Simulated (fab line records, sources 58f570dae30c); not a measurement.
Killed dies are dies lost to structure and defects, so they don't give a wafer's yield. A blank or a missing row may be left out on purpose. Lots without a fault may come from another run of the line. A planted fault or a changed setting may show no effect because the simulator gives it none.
Chamber matching | flow berkeley_cmos170 | UCB170_V2_CMP_02 on cmp-01: 4 sister chambers
The step polishes SiO2. 8 wafers are shown with their chamber, then 8 later ones without.

WAFERS WITH THEIR CHAMBER
wafer  | chamber | motor_current_A (A)
L202.5 | 2       | 18.0
L206.4 | 2       | 17.9
L206.5 | 0       | 14.1
L206.6 | 1       | 14.5
L208.2 | 3       | 17.4
L208.3 | 0       | 14.2
L208.5 | 3       | 16.7
L213.1 | 1       | 15.0

WAFERS WITHOUT THEIR CHAMBER
wafer  | motor_current_A (A)
L213.5 | 13.4
L213.6 | 15.2
L215.1 | 14.4
L215.4 | 14.9
L215.5 | 16.1
L216.3 | 18.2
L216.5 | 16.1
L216.6 | 14.9

WHICH CHAMBER EACH WENT THROUGH
wafer  | from the rows above     | in truth
L213.5 | can't be placed: 0 or 1 | 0
L213.6 | can't be placed: 1 or 0 | 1
L215.1 | can't be placed: 0 or 1 | 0
L215.4 | can't be placed: 1 or 0 | 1
L215.5 | can't be placed: 3 or 1 | 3
L216.3 | 2                       | 2
L216.5 | can't be placed: 3 or 1 | 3
L216.6 | can't be placed: 1 or 0 | 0
Placed correctly: 1 of 8. Can't be placed from these rows: 7 (the true chamber is among the candidates in 7). Placed wrongly: 0.
How it was worked out, from the rows above alone: a wafer's distance from a chamber is the root of the sum, over the readings, of the square of ((its reading less the chamber's mean) divided by the reading's scatter). The wafer belongs to the nearest chamber; if the next one is less than 2 further off, it can't be placed. A chamber's mean is the mean of its shown wafers. The scatter: the root of (the sum of the squares of (reading less its chamber's mean) over the shown wafers, divided by (wafers less chambers)).
